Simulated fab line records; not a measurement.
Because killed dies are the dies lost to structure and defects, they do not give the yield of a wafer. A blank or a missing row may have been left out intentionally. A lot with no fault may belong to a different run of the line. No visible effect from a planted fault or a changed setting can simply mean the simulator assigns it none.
fab line records    flow rit_cmos
[record] lots = 5  wafers = 23
route steps=202 shown ACTIVE@11 NWELL@30 PWELL@47 WELLDRIVE@50 GATE@87 PLDD@122 NSD@139 PSD@150
start_h: hours from the record's opening day to when the first of the lot's shown wafers began    wait_h: how many hours have passed since the lot's step before this one    " identical to the entry in the row above    L1.1+2: a single row standing in for several wafers    - no value, or no start given    * or withheld: withheld    < > ~ a bound
route shown NAME@n: NAME is a module with steps in the file, n the number in the route of the first one    usual: mean and standard deviation over wafers with no fault    same: alike in all rows    chamber/n: place in a boat    sites: the reading at each site    _std_site: the standard deviation of these    _edge_site: outer sites' mean less inner sites'    radius_mm: for every site, how far away it sits from the centre of the wafer    mask NAME#n: copy n    behind: the last tool/chamber to shape the wafer    hold: reason for holding the lot/hours on hold/outcome of the hold    device: transistor that didn't switch, given as n, p or np    end of line: the same wafers' tests at the end of the route    where a step has no rows: the recipe by itself    killed: dies lost to structure and defects at the first sort, not the wafer's yield    map: per-die view of a wafer (x killed, . not killed, _ where there is no die)
set.NAME: setting as actually run; set.NAME@STEP: the setting as run at that earlier step    model.NAME: the simulator's own value behind a step, which no gauge read
one table per step and one row per wafer, for lots whose settings were changed on purpose
[[steps]]
[step RIT_ACTIVE_DEVELOP_10]
[recipe] resist = NOVOLAK  develop_time_s = 50  dev_temp_c = 23
lot.wafer       tool            chamber  start_h  wait_h  set.develop_time_s
L074.2+6        litho_track-03  0        -        -       53.43
L074.3+4+5      "               0        "        "       50
L079.1+6        litho_track-03  0        -        -       50
L079.2+3+4      "               0        "        "       55.01
L081.1+2+3+4+5  litho_track-03  0        -        -       50
L082.2+3+4      litho_track-03  0        -        -       50
L084.1+4+5      litho_track-04  0        -        -       56.37
L084.2+6        "               0        "        "       50
[step RIT_ACTIVE_CD_MEAS_11]
[recipe] target_cd_nm = 1400
[usual] cd_nm = 1399.6/2.2
lot.wafer  tool       chamber  start_h  wait_h  set.develop_time_s@ACTIVE_DEVELOP_10  cd_nm
L074.2     cd_sem-02  -        14.46    -       53.43                                 1395.9
L074.3     "          -        "        "       50                                    1402.4
L074.4     "          -        "        "       50                                    1402.2
L074.5     "          -        "        "       50                                    1401.4
L074.6     "          -        "        "       53.43                                 1396.1
L079.1     cd_sem-02  -        39.44    -       50                                    1400.8
L079.2     "          -        "        "       55.01                                 1391.0
L079.3     "          -        "        "       55.01                                 1393.4
L079.4     "          -        "        "       55.01                                 1390.4
L079.6     "          -        "        "       50                                    1400.3
L081.1     cd_sem-01  -        50.07    -       50                                    1401.7
L081.2     "          -        "        "       50                                    1402.8
L081.3     "          -        "        "       50                                    1400.5
L081.4     "          -        "        "       50                                    1400.7
L081.5     "          -        "        "       50                                    1402.5
L082.2     cd_sem-01  -        54.49    -       50                                    1398.8
L082.3     "          -        "        "       50                                    1399.9
L082.4     "          -        "        "       50                                    1395.9
L084.1     cd_sem-02  -        64.44    -       56.37                                 1387.8
L084.2     "          -        "        "       50                                    1399.5
L084.4     "          -        "        "       56.37                                 1387.9
L084.5     "          -        "        "       56.37                                 1386.2
L084.6     "          -        "        "       50                                    1399.6
[step RIT_ACTIVE_ETCH_13]
[recipe] stop_on = SiO2  chemistry = SF6  target = Si3N4  time_s = 210  over_etch_frac = 0.4  SF6_flow_sccm = 200  pressure_mtorr = 260  rf_w = 125  target_depth_a = 2100
lot.wafer  tool         chamber  start_h  wait_h  set.pressure_mtorr  set.develop_time_s@ACTIVE_DEVELOP_10  model.ACTIVE.cd_nm
L074.2+6   rie_diel-01  1        14.71    0.1     296.4               53.43                                 1396
L074.3+4   "            0,3      "        "       296.4               50                                    1402
L074.5     "            0        "        "       296.4               50                                    1401
L079.1     rie_diel-01  0        39.71    0.1     233.5               50                                    1401
L079.2+4   "            3,1      "        "       233.5               55.01                                 1391
L079.3     "            2        "        "       233.5               55.01                                 1393
L079.6     "            3        "        "       233.5               50                                    1400
L081.1+5   rie_diel-04  2,1      50.47    0.1     260                 50                                    1402
L081.2     "            1        "        "       260                 50                                    1403
L081.3+4   "            3,0      "        "       260                 50                                    1401
L082.2     rie_diel-01  1        54.74    0.1     260                 50                                    1399
L082.3     "            3        "        "       260                 50                                    1400
L082.4     "            0        "        "       260                 50                                    1396
L084.1+4   rie_diel-04  3,2      64.71    0.1     260                 56.37                                 1388
L084.2+6   "            1,0      "        "       260                 50                                    1400
L084.5     "            1        "        "       260                 56.37                                 1386
[step RIT_ACTIVE_STRIP_14]
[recipe] chemistry = O2  time_s = 180  resist = NOVOLAK  platen_temp_c = withheld  power_w = 500  pressure_mtorr = 4000  o2_flow_sccm = 4000
[step RIT_ACTIVE_CD_MEAS_90]
[recipe] target_cd_nm = 1400
[usual] cd_nm = 1399.6/2.2
lot.wafer  tool       chamber  start_h  wait_h  set.develop_time_s@ACTIVE_DEVELOP_10  cd_nm
L074.2     cd_sem-01  -        15.04    0.1     53.43                                 1396.0
L074.3     "          -        "        "       50                                    1402.6
L074.4     "          -        "        "       50                                    1402.7
L074.5     "          -        "        "       50                                    1400.8
L074.6     "          -        "        "       53.43                                 1396.1
L079.1     cd_sem-02  -        40.02    0.1     50                                    1400.7
L079.2     "          -        "        "       55.01                                 1390.8
L079.3     "          -        "        "       55.01                                 1393.1
L079.4     "          -        "        "       55.01                                 1390.8
L079.6     "          -        "        "       50                                    1400.0
L081.1     cd_sem-01  -        50.78    0.1     50                                    1401.7
L081.2     "          -        "        "       50                                    1402.5
L081.3     "          -        "        "       50                                    1400.6
L081.4     "          -        "        "       50                                    1400.7
L081.5     "          -        "        "       50                                    1402.3
L082.2     cd_sem-01  -        55.07    0.1     50                                    1399.0
L082.3     "          -        "        "       50                                    1399.8
L082.4     "          -        "        "       50                                    1396.4
L084.1     cd_sem-02  -        65.02    0.1     56.37                                 1387.8
L084.2     "          -        "        "       50                                    1399.4
L084.4     "          -        "        "       56.37                                 1388.1
L084.5     "          -        "        "       56.37                                 1386.2
L084.6     "          -        "        "       50                                    1399.4
[step RIT_NWELL_SOFTBAKE_02]
[recipe] resist = NOVOLAK  temp_c = 90  time_s = 60
lot.wafer       tool            chamber  start_h  wait_h  set.temp_c
L074.2+3+6      litho_track-02  0        20.33    0.1     90
L074.4+5        "               0        "        "       92.05
L079.1+2        litho_track-02  0        44.67    0.1     87.12
L079.3+4+6      "               0        "        "       90
L081.1+2+3+4+5  litho_track-04  0        55.38    0.1     90
L082.2+3+4      litho_track-04  0        59.61    0.1     90
L084.1+2        litho_track-04  0        70.13    0.1     87.92
L084.4+5+6      "               0        "        "       90
[step RIT_NWELL_EXPOSE_03]
[recipe] mask_id = M2  na = 0.57  target_cd_nm = 43900  dose_mj = 250
[step RIT_NWELL_PEB_04]
[recipe] resist = NOVOLAK  temp_c = withheld  time_s = withheld
[step RIT_NWELL_DEVELOP_05]
[recipe] resist = NOVOLAK  develop_time_s = 68  dev_temp_c = 23
lot.wafer  tool            chamber  start_h  wait_h  set.temp_c@NWELL_SOFTBAKE_02  model.NOVOLAK_of_NWELL_COAT_01.thk_nm
L074.2     litho_track-03  0        -        -       90                            1303
L074.3     "               0        "        "       90                            1304
L074.4     "               0        "        "       92.05                         1296
L074.5     "               0        "        "       92.05                         1298
L074.6     "               0        "        "       90                            1301
L079.1     litho_track-04  0        -        -       87.12                         1307
L079.2     "               0        "        "       87.12                         1313
L079.3     "               0        "        "       90                            1298
L079.4     "               0        "        "       90                            1296
L079.6     "               0        "        "       90                            1297
L081.1     litho_track-04  0        -        -       90                            1305
L081.2     "               0        "        "       90                            1308
L081.3     "               0        "        "       90                            1307
L081.4     "               0        "        "       90                            1302
L081.5     "               0        "        "       90                            1306
L082.2     litho_track-04  0        -        -       90                            1303
L082.3     "               0        "        "       90                            1302
L082.4     "               0        "        "       90                            1301
L084.1     litho_track-04  0        -        -       87.92                         1314
L084.2     "               0        "        "       87.92                         1311
L084.4     "               0        "        "       90                            1303
L084.5     "               0        "        "       90                            1307
L084.6     "               0        "        "       90                            1305
[step RIT_NWELL_IMPLANT_08]
[recipe] species = P  energy_kev = 170  dose_cm2 = 5e+13  tilt_deg = 7
lot.wafer   tool          chamber  start_h  wait_h  set.dose_cm2
L074.2+3    implanter-02  0        21.32    0.2     5e+13
L074.4+5+6  "             0        "        "       5.248e+13
L079.1+2+6  implanter-03  0        45.54    0.2     4.864e+13
L079.3+4    "             0        "        "       5e+13
L081.1+3    implanter-02  0        56.24    0.2     5e+13
L081.2+4+5  "             0        "        "       5.177e+13
L082.2+3+4  implanter-03  0        60.48    0.2     5e+13
L084.1+2+6  implanter-03  0        71.00    0.2     5.27e+13
L084.4+5    "             0        "        "       5e+13
[step RIT_PWELL_IMPLANT_08]
[recipe] species = B  energy_kev = 170  dose_cm2 = 7e+13  tilt_deg = 7
lot.wafer       tool          chamber  start_h  wait_h  set.tilt_deg
L074.2+3+5      implanter-01  0        23.08    0.2     6.133
L074.4+6        "             0        "        "       7
L079.1+3        implanter-01  0        47.09    0.2     7.784
L079.2+4+6      "             0        "        "       7
L081.1+2+3+4+5  implanter-04  0        58.05    0.2     7
L082.2+3+4      implanter-01  0        62.03    0.2     7
L084.1+2+4      implanter-03  0        72.59    0.2     7
L084.5+6        "             0        "        "       7.38
[step RIT_PWELL_STRIP_09]
[recipe] chemistry = O2  time_s = 180  resist = NOVOLAK  platen_temp_c = withheld  power_w = 500  pressure_mtorr = 4000  o2_flow_sccm = 4000
[step RIT_WELLDRIVE_ANNEAL_00]
[recipe] temp_c = 1100  time_s = 14700  ambient = N2
[step RIT_WELLDRIVE_RS_MEAS_01]
[recipe] thk_meas_gauge = four-point-probe
[usual] NWELL_RS = 275.9/0.73
lot.wafer  tool           chamber  start_h  wait_h  set.dose_cm2@NWELL_IMPLANT_08  NWELL_RS[ohm/sq]
L074.2     film_metro-01  -        28.54    0.0     5e+13                          276.7
L074.3     "              -        "        "       5e+13                          277.8
L074.4     "              -        "        "       5.248e+13                      269.0
L074.5     "              -        "        "       5.248e+13                      268.2
L074.6     "              -        "        "       5.248e+13                      267.7
L079.1     film_metro-04  -        53.38    0.0     4.864e+13                      281.5
L079.2     "              -        "        "       4.864e+13                      279.8
L079.3     "              -        "        "       5e+13                          276.8
L079.4     "              -        "        "       5e+13                          276.1
L079.6     "              -        "        "       4.864e+13                      280.2
L081.1     film_metro-04  -        63.90    0.0     5e+13                          275.1
L081.2     "              -        "        "       5.177e+13                      270.1
L081.3     "              -        "        "       5e+13                          275.7
L081.4     "              -        "        "       5.177e+13                      269.9
L081.5     "              -        "        "       5.177e+13                      269.7
L082.2     film_metro-02  -        68.23    0.0     5e+13                          274.4
L082.3     "              -        "        "       5e+13                          275.8
L082.4     "              -        "        "       5e+13                          275.3
L084.1     film_metro-04  -        78.06    0.0     5.27e+13                       268.0
L084.2     "              -        "        "       5.27e+13                       267.8
L084.4     "              -        "        "       5e+13                          277.1
L084.5     "              -        "        "       5e+13                          276.3
L084.6     "              -        "        "       5.27e+13                       268.2
[step RIT_GATE_COAT_11]
[recipe] resist = NOVOLAK  spin_rpm = 4250  resist_thk_nm = 850
lot.wafer  tool            chamber  start_h  wait_h  set.resist_thk_nm  model.NOVOLAK_of_GATE_COAT_11.thk_nm
L074.2     litho_track-03  0        36.74    0.1     824.6              823.5
L074.3     "               0        "        "       850                849.4
L074.4     "               0        "        "       824.6              825.7
L074.5     "               0        "        "       850                851.4
L074.6     "               0        "        "       850                851.3
L079.1     litho_track-03  0        61.67    0.1     850                851.7
L079.2     "               0        "        "       850                855.6
L079.3     "               0        "        "       868.9              871.2
L079.4     "               0        "        "       850                852
L079.6     "               0        "        "       868.9              869.1
L081.1     litho_track-04  0        71.42    0.1     850                854.8
L081.2     "               0        "        "       850                855.6
L081.3     "               0        "        "       815.3              820.9
L081.4     "               0        "        "       850                854.4
L081.5     "               0        "        "       815.3              820.1
L082.2     litho_track-02  0        75.41    0.1     850                856.3
L082.3     "               0        "        "       850                855.8
L082.4     "               0        "        "       850                854.9
L084.1     litho_track-04  0        85.11    0.1     809.2              812.3
L084.2     "               0        "        "       850                850.2
L084.4     "               0        "        "       850                851.4
L084.5     "               0        "        "       809.2              809.2
L084.6     "               0        "        "       850                850
[step RIT_GATE_EXPOSE_13]
[recipe] mask_id = M6  na = 0.6  source_shape = conventional  sigma_outer = 0.6  target_cd_nm = 150  dose_mj = 380
lot.wafer       tool              chamber  start_h  wait_h  mask  set.dose_mj
L074.2+3+6      iline_stepper-02  0        37.28    0.4     M6#0  380
L074.4+5        "                 0        "        "       M6#0  364.4
L079.1+2        iline_stepper-02  0        61.97    0.1     M6#0  380
L079.3+4+6      "                 0        "        "       M6#0  387.5
L081.1+3+4      iline_stepper-01  0        71.72    0.1     M6#0  380
L081.2+5        "                 0        "        "       M6#0  391.5
L082.2+3+4      iline_stepper-01  0        75.70    0.1     M6#0  380
L084.1+2+4+5+6  iline_stepper-01  0        85.41    0.1     M6#0  380
[step RIT_GATE_PEB_14]
[recipe] resist = NOVOLAK  temp_c = withheld  time_s = withheld
[step RIT_GATE_DEVELOP_15]
[recipe] resist = NOVOLAK  develop_time_s = 50  dev_temp_c = 23
[step RIT_GATE_CD_MEAS_16]
[recipe] target_cd_nm = 150
[usual] cd_nm = 149.9/2.6
lot.wafer  tool       chamber  start_h  wait_h  set.dose_mj@GATE_EXPOSE_13  cd_nm
L074.2     cd_sem-02  -        37.68    -       380                         140.6
L074.3     "          -        "        "       380                         143.4
L074.4     "          -        "        "       364.4                       161.8
L074.5     "          -        "        "       364.4                       165.1
L074.6     "          -        "        "       380                         145.0
L079.1     cd_sem-01  -        62.37    -       380                         150.6
L079.2     "          -        "        "       380                         151.4
L079.3     "          -        "        "       387.5                       142.2
L079.4     "          -        "        "       387.5                       140.4
L079.6     "          -        "        "       387.5                       144.0
L081.1     cd_sem-01  -        72.12    -       380                         149.8
L081.2     "          -        "        "       391.5                       133.2
L081.3     "          -        "        "       380                         142.3
L081.4     "          -        "        "       380                         148.9
L081.5     "          -        "        "       391.5                       128.6
L082.2     cd_sem-02  -        76.11    -       380                         150.4
L082.3     "          -        "        "       380                         149.0
L082.4     "          -        "        "       380                         151.4
L084.1     cd_sem-01  -        85.81    -       380                         148.2
L084.2     "          -        "        "       380                         153.3
L084.4     "          -        "        "       380                         152.0
L084.5     "          -        "        "       380                         147.9
L084.6     "          -        "        "       380                         151.2
[step RIT_GATE_HARDBAKE_18]
[recipe] resist = NOVOLAK  temp_c = 140  time_s = 60
lot.wafer  tool            chamber  start_h  wait_h  set.resist_thk_nm@GATE_COAT_11  model.NOVOLAK_of_GATE_COAT_11.thk_nm
L074.2     litho_track-04  0        37.84    0.0     824.6                           729.3
L074.3     "               0        "        "       850                             751.9
L074.4     "               0        "        "       824.6                           731.2
L074.5     "               0        "        "       850                             753.8
L074.6     "               0        "        "       850                             753.6
L079.1     litho_track-02  0        62.52    0.0     850                             754
L079.2     "               0        "        "       850                             757.3
L079.3     "               0        "        "       868.9                           771.1
L079.4     "               0        "        "       850                             754.2
L079.6     "               0        "        "       868.9                           769.2
L081.1     litho_track-04  0        72.28    0.0     850                             756.6
L081.2     "               0        "        "       850                             757.4
L081.3     "               0        "        "       815.3                           727
L081.4     "               0        "        "       850                             756.4
L081.5     "               0        "        "       815.3                           726.3
L082.2     litho_track-04  0        76.52    0.3     850                             758
L082.3     "               0        "        "       850                             757.6
L082.4     "               0        "        "       850                             756.8
L084.1     litho_track-03  0        86.10    0.2     809.2                           719.5
L084.2     "               0        "        "       850                             752.6
L084.4     "               0        "        "       850                             753.8
L084.5     "               0        "        "       809.2                           716.8
L084.6     "               0        "        "       850                             752.4
[step RIT_GATE_ETCH_19]
[recipe] chemistry = SF6/CHF3/O2  time_s = 165  SF6_flow_sccm = 30  CHF3_flow_sccm = 30  O2_flow_sccm = 5  target = poly-Si  pressure_mtorr = 40  rf_w = 160  target_depth_a = 3125  over_etch_frac = 0.25  stop_on = SiO2
lot.wafer  tool       chamber  start_h  wait_h  set.resist_thk_nm@GATE_COAT_11  set.dose_mj@GATE_EXPOSE_13  model.NOVOLAK_of_GATE_COAT_11.thk_nm  model.GATE.cd_nm
L074.2     rie_si-01  0        37.96    0.1     824.6                           380                         648.5                                 141
L074.3     "          3        "        "       850                             380                         669.1                                 143
L074.4     "          2        "        "       824.6                           364.4                       648                                   161.5
L074.5     "          3        "        "       850                             364.4                       670.8                                 165.4
L074.6     "          0        "        "       850                             380                         673.2                                 144.8
L079.1     rie_si-02  3        62.67    0.1     850                             380                         670                                   150.4
L079.2     "          1        "        "       850                             380                         675.6                                 151.6
L079.3     "          0        "        "       868.9                           387.5                       688                                   142.6
L079.4     "          2        "        "       850                             387.5                       671.1                                 140.1
L079.6     "          1        "        "       868.9                           387.5                       687.8                                 143.7
L081.1     rie_si-02  1        72.43    0.1     850                             380                         674.8                                 149.9
L081.2     "          0        "        "       850                             391.5                       673.8                                 133.4
L081.3     "          3        "        "       815.3                           380                         643.2                                 142.6
L081.4     "          2        "        "       850                             380                         673.8                                 149.1
L081.5     "          0        "        "       815.3                           391.5                       642.6                                 128.6
L082.2     rie_si-01  2        76.64    0.1     850                             380                         675.2                                 150.3
L082.3     "          3        "        "       850                             380                         675.3                                 148.8
L082.4     "          1        "        "       850                             380                         675.4                                 151.2
L084.1     rie_si-01  3        86.25    0.1     809.2                           380                         636.1                                 148.2
L084.2     "          1        "        "       850                             380                         672.4                                 153.4
L084.4     "          1        "        "       850                             380                         672.8                                 152.2
L084.5     "          3        "        "       809.2                           380                         634.6                                 148
L084.6     "          0        "        "       850                             380                         671                                   151.1
[step RIT_GATE_STRIP_20]
[recipe] chemistry = O2  time_s = 180  resist = NOVOLAK  platen_temp_c = withheld  power_w = 500  pressure_mtorr = 4000  o2_flow_sccm = 4000
lot.wafer       tool             chamber    start_h  wait_h  set.o2_flow_sccm
L074.2+3+4+5+6  plasma_asher-02  0,0,1,0,1  38.07    0.1     4000
L079.1+4        plasma_asher-04  0,1        62.78    0.1     4000
L079.2+3+6      "                1,0,0      "        "       4408
L081.1+2+5      plasma_asher-01  0,1,0      72.54    0.1     4000
L081.3+4        "                1,0        "        "       3462
L082.2+3+4      plasma_asher-02  0,1,0      76.75    0.1     4000
L084.1+2+5      plasma_asher-04  1,0,0      86.36    0.1     4000
L084.4+6        "                1          "        "       3645
[step RIT_GATE_CD_MEAS_90]
[recipe] target_cd_nm = 150
[usual] cd_nm = 149.9/2.6
lot.wafer  tool       chamber  start_h  wait_h  set.dose_mj@GATE_EXPOSE_13  cd_nm
L074.2     cd_sem-02  -        38.27    0.1     380                         141.4
L074.3     "          -        "        "       380                         143.4
L074.4     "          -        "        "       364.4                       161.6
L074.5     "          -        "        "       364.4                       165.5
L074.6     "          -        "        "       380                         144.7
L079.1     cd_sem-02  -        62.95    0.1     380                         150.0
L079.2     "          -        "        "       380                         151.4
L079.3     "          -        "        "       387.5                       142.4
L079.4     "          -        "        "       387.5                       140.1
L079.6     "          -        "        "       387.5                       143.6
L081.1     cd_sem-02  -        72.71    0.1     380                         149.7
L081.2     "          -        "        "       391.5                       133.4
L081.3     "          -        "        "       380                         142.8
L081.4     "          -        "        "       380                         148.8
L081.5     "          -        "        "       391.5                       128.7
L082.2     cd_sem-02  -        76.95    0.1     380                         150.5
L082.3     "          -        "        "       380                         149.2
L082.4     "          -        "        "       380                         151.0
L084.1     cd_sem-02  -        86.53    0.1     380                         148.0
L084.2     "          -        "        "       380                         153.4
L084.4     "          -        "        "       380                         151.8
L084.5     "          -        "        "       380                         148.0
L084.6     "          -        "        "       380                         151.1
[step RIT_PLDD_IMPLANT_08]
[recipe] species = BF2  energy_kev = 20  dose_cm2 = 9e+14  tilt_deg = 7
lot.wafer       tool          chamber  start_h  wait_h  set.energy_kev
L074.2+3+4+5+6  implanter-04  0        45.23    0.1     20
L079.1+6        implanter-03  0        68.59    0.1     20.65
L079.2+3+4      "             0        "        "       20
L081.1+2+3+4+5  implanter-01  0        78.63    0.1     20
L082.2+3+4      implanter-01  0        82.76    0.1     20
L084.1+6        implanter-04  0        92.62    0.1     18.99
L084.2+4+5      "             0        "        "       20
[step RIT_NSD_IMPLANT_08]
[recipe] species = P  energy_kev = 25  dose_cm2 = 1e+15  tilt_deg = 7
lot.wafer   tool          chamber  start_h  wait_h  set.energy_kev  model.implant.rp_nm  model.implant.drp_nm
L074.2+3+4  implanter-01  0        49.14    0.1     25.42           32.61                14.99
L074.5+6    "             0        "        "       25              32.24                14.84
L079.1+2+6  implanter-01  0        72.52    0.1     26.17           33.12                15.25
L079.3+4    "             0        "        "       25              32.11                14.84
L081.1+4    implanter-04  0        82.54    0.1     25              32.28                14.84
L081.2+3+5  "             0        "        "       25.39           32.62                14.98
L082.2+3+4  implanter-04  0        87.00    0.1     25              32.09                14.84
L084.1+4+6  implanter-02  0        96.87    0.1     25              31.96                14.84
L084.2+5    "             0        "        "       25.53           32.41                15.03
[step RIT_NSD_STRIP_09]
[recipe] chemistry = O2  time_s = 180  resist = NOVOLAK  platen_temp_c = withheld  power_w = 500  pressure_mtorr = 4000  o2_flow_sccm = 4000
[step RIT_NSD_TW_MEAS_10]
[usual] NSD_TW = 3060/11
lot.wafer  tool           chamber  start_h  wait_h  set.energy_kev@NSD_IMPLANT_08  NSD_TW
L074.2     film_metro-03  -        49.45    0.1     25.42                          3059
L074.3     "              -        "        "       25.42                          3072
L074.4     "              -        "        "       25.42                          3068
L074.5     "              -        "        "       25                             3056
L074.6     "              -        "        "       25                             3053
L079.1     film_metro-02  -        72.84    0.1     26.17                          3104
L079.2     "              -        "        "       26.17                          3114
L079.3     "              -        "        "       25                             3078
L079.4     "              -        "        "       25                             3078
L079.6     "              -        "        "       26.17                          3096
L081.1     film_metro-03  -        82.87    0.1     25                             3044
L081.2     "              -        "        "       25.39                          3064
L081.3     "              -        "        "       25.39                          3057
L081.4     "              -        "        "       25                             3039
L081.5     "              -        "        "       25.39                          3061
L082.2     film_metro-03  -        87.31    0.1     25                             3053
L082.3     "              -        "        "       25                             3056
L082.4     "              -        "        "       25                             3063
L084.1     film_metro-03  -        97.19    0.1     25                             3070
L084.2     "              -        "        "       25.53                          3076
L084.4     "              -        "        "       25                             3071
L084.5     "              -        "        "       25.53                          3081
L084.6     "              -        "        "       25                             3068
[step RIT_PSD_IMPLANT_08]
[recipe] species = BF2  energy_kev = 27  dose_cm2 = 5e+15  tilt_deg = 7
lot.wafer       tool          chamber  start_h  wait_h  set.dose_cm2
L074.2+3+4+5+6  implanter-04  0        50.80    0.1     5e+15
L079.1+2        implanter-02  0        74.07    0.1     5e+15
L079.3+4+6      "             0        "        "       4.753e+15
L081.1+3+5      implanter-04  0        83.96    0.1     5.191e+15
L081.2+4        "             0        "        "       5e+15
L082.2+3+4      implanter-04  0        88.55    0.1     5e+15
L084.1+5+6      implanter-04  0        98.29    0.1     4.721e+15
L084.2+4        "             0        "        "       5e+15
[step RIT_PSD_STRIP_09]
[recipe] chemistry = O2  time_s = 180  resist = NOVOLAK  platen_temp_c = withheld  power_w = 500  pressure_mtorr = 4000  o2_flow_sccm = 4000
[step RIT_SDANNEAL_RS_MEAS_06]
[recipe] thk_meas_gauge = four-point-probe
[usual] PLDD_RS = 178.8/0.54
lot.wafer  tool           chamber  start_h  wait_h  set.energy_kev@PLDD_IMPLANT_08  PLDD_RS[ohm/sq]
L074.2     film_metro-02  -        51.87    0.1     20                              179.4
L074.3     "              -        "        "       20                              178.1
L074.4     "              -        "        "       20                              178.0
L074.5     "              -        "        "       20                              178.8
L074.6     "              -        "        "       20                              178.9
L079.1     film_metro-03  -        75.12    0.1     20.65                           177.0
L079.2     "              -        "        "       20                              178.9
L079.3     "              -        "        "       20                              178.9
L079.4     "              -        "        "       20                              178.8
L079.6     "              -        "        "       20.65                           177.0
L081.1     film_metro-03  -        85.01    0.1     20                              179.5
L081.2     "              -        "        "       20                              180.3
L081.3     "              -        "        "       20                              180.3
L081.4     "              -        "        "       20                              179.9
L081.5     "              -        "        "       20                              180.1
L082.2     film_metro-02  -        89.59    0.1     20                              178.7
L082.3     "              -        "        "       20                              178.2
L082.4     "              -        "        "       20                              178.2
L084.1     film_metro-03  -        99.34    0.1     18.99                           181.8
L084.2     "              -        "        "       20                              178.4
L084.4     "              -        "        "       20                              178.8
L084.5     "              -        "        "       20                              178.7
L084.6     "              -        "        "       18.99                           181.9
[[key]]
[split] step = RIT_ACTIVE_DEVELOP_10  setting = develop_time_s  stated = 50  by = wafer
[response] step = RIT_ACTIVE_CD_MEAS_11  reading = cd_nm  change = -0.926  per = 1%  r = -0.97
[response] step = RIT_ACTIVE_ETCH_13  reading = model.ACTIVE.cd_nm  change = -0.933  per = 1%  r = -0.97
[response] step = RIT_ACTIVE_CD_MEAS_90  reading = cd_nm  change = -0.914  per = 1%  r = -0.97
[split] step = RIT_ACTIVE_ETCH_13  setting = pressure_mtorr  stated = 260  by = lot
response none clear
[split] step = RIT_NWELL_SOFTBAKE_02  setting = temp_c  stated = 90  by = wafer
[response] step = RIT_NWELL_DEVELOP_05  reading = model.NOVOLAK_of_NWELL_COAT_01.thk_nm  change = -3.47  per = 1%  r = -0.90
[split] step = RIT_NWELL_IMPLANT_08  setting = dose_cm2  stated = 5e+13  by = wafer
[response] step = RIT_WELLDRIVE_RS_MEAS_01  reading = NWELL_RS  change = -1.65  per = 1%  r = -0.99
[split] step = RIT_PWELL_IMPLANT_08  setting = tilt_deg  stated = 7  by = wafer
response none clear
[split] step = RIT_GATE_COAT_11  setting = resist_thk_nm  stated = 850  by = wafer
[response] step = RIT_GATE_COAT_11  reading = model.NOVOLAK_of_GATE_COAT_11.thk_nm  change = +8.35  per = 1%  r = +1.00
[response] step = RIT_GATE_HARDBAKE_18  reading = model.NOVOLAK_of_GATE_COAT_11.thk_nm  change = +7.32  per = 1%  r = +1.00
[response] step = RIT_GATE_ETCH_19  reading = model.NOVOLAK_of_GATE_COAT_11.thk_nm  change = +7.59  per = 1%  r = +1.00
[split] step = RIT_GATE_EXPOSE_13  setting = dose_mj  stated = 380  by = wafer
[response] step = RIT_GATE_CD_MEAS_16  reading = cd_nm  change = -5.02  per = 1%  r = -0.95
[response] step = RIT_GATE_ETCH_19  reading = model.GATE.cd_nm  change = -5.04  per = 1%  r = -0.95
[response] step = RIT_GATE_CD_MEAS_90  reading = cd_nm  change = -4.99  per = 1%  r = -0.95
[split] step = RIT_GATE_STRIP_20  setting = o2_flow_sccm  stated = 4000  by = wafer
response none clear
[split] step = RIT_PLDD_IMPLANT_08  setting = energy_kev  stated = 20  by = wafer
[response] step = RIT_SDANNEAL_RS_MEAS_06  reading = PLDD_RS  change = -0.626  per = 1%  r = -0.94
[split] step = RIT_NSD_IMPLANT_08  setting = energy_kev  stated = 25  by = wafer
[response] step = RIT_NSD_IMPLANT_08  reading = model.implant.rp_nm  change = +0.216  per = 1%  r = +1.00
[response] step = RIT_NSD_IMPLANT_08  reading = model.implant.drp_nm  change = +0.0888  per = 1%  r = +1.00
[response] step = RIT_NSD_TW_MEAS_10  reading = NSD_TW  change = +6.09  per = 1%  r = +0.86
[split] step = RIT_PSD_IMPLANT_08  setting = dose_cm2  stated = 5e+15  by = wafer
response none clear
